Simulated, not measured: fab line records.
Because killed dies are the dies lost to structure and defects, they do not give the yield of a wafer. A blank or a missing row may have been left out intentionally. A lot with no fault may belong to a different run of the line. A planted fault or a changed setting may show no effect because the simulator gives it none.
The same fault as seen by 2 desks | flow berkeley cmos170 | each desk holds nothing but its own numbers, with what lay behind them at the end

== AT THE TOOL OWNER'S DESK: rtp anneal-01 ==
Per lot that ran on this tool, the mean of the sampled wafers carrying a number, from the tool's own readings at UCB170_SILICIDE_RTA_04 (time 15 s). A lot is out of limits, marked OUT, if its mean lies more than 4 standard deviations from the usual mean; the brackets give that distance.
Columns: A = chamber o2 ppm at UCB170_SILICIDE_RTA_04, usual 1.999; B = lamp power pct at UCB170_SILICIDE_RTA_04, usual 10.99 %; C = wafer_temp_C_max at UCB170_SILICIDE_RTA_04, usual 653.4
lot  | first seen here | A                        | B     | C
L959 | day 8 10:41     | 1.998                    | 11.17 | 654.5
L962 | day 9 20:40     | 1.994                    | 11.17 | 654.2
L963 | day 9 21:17     | 61.993 (+99 or more) OUT | 11.16 | 654.1
L966 | day 10 04:37    | 61.990 (+99 or more) OUT | 11.16 | 654.7
This desk's finding: out of limits on L963, L966; first on L963, day 9 21:17 (chamber o2 ppm at UCB170_SILICIDE_RTA_04). Within limits: L959, L962.

== AT THE METROLOGY DESK ==
Lot by lot, what the gauges showed, no matter which tool ran the lot: averages of those sampled wafers that carry a number. A lot is out of limits, marked OUT, if its mean lies more than 4 standard deviations from the usual mean; the brackets give that distance.
Columns: A = PSD_RS at UCB170_SDANNEAL_RS_MEAS_02, usual 75.46 ohm/sq; B = NSD_RS at UCB170_SDANNEAL_RS_MEAS_03, usual 37.24 ohm/sq; C = PLDD_RS at UCB170_SDANNEAL_RS_MEAS_04, usual 1030.7 ohm/sq; D = NLDD_RS at UCB170_SDANNEAL_RS_MEAS_05, usual 615.9 ohm/sq; E = SILICIDE_TI_RS at UCB170_SILICIDE_RS_MEAS_02, usual 26.3 ohm/sq; F = SILICIDE_TI_THK at UCB170_SILICIDE_THK_MEAS_03, usual 29.8 nm
lot  | first seen here | A     | B     | C      | D     | E    | F
L959 | day 8 09:57     | 75.47 | 37.26 | 1030.7 | 616.3 | 26.7 | 29.5
L962 | day 9 19:55     | 75.37 | 37.21 | 1030.2 | 616.1 | 26.4 | 29.6
L965 | day 9 20:19     | 75.36 | 37.22 | 1033.4 | 613.8 | 26.1 | 30.1
L963 | day 9 20:32     | 75.36 | 37.25 | 1032.4 | 615.9 | 26.8 | 29.3
L966 | day 10 03:52    | 75.60 | 37.30 | 1029.1 | 615.9 | 26.6 | 29.2
L967 | day 10 07:43    | 76.07 | 37.30 | 1028.8 | 614.3 | 26.2 | 30.0
Result from this desk: across the 6 lots, nothing is out of limits.

== BROUGHT TOGETHER ==
The tool owner's desk had the chance to raise an alarm at day 9 21:17 on L963, L966.
At the metrology desk, nothing out of limits was observed.
The metrology desk has L963, L966 on record, within its limits.
All the named lots went through UCB170_SILICIDE_RTA_04 on rtp anneal-01.

== WHAT THE SIMULATOR PUT IN ==
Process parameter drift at UCB170_SILICIDE_RTA_04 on rtp anneal-01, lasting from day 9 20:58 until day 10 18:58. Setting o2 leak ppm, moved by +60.
Struck lots among those shown: L963, L966.
How many hours passed from the start of the fault until each desk's first out-of-limits reading: the tool owner's desk, 0.
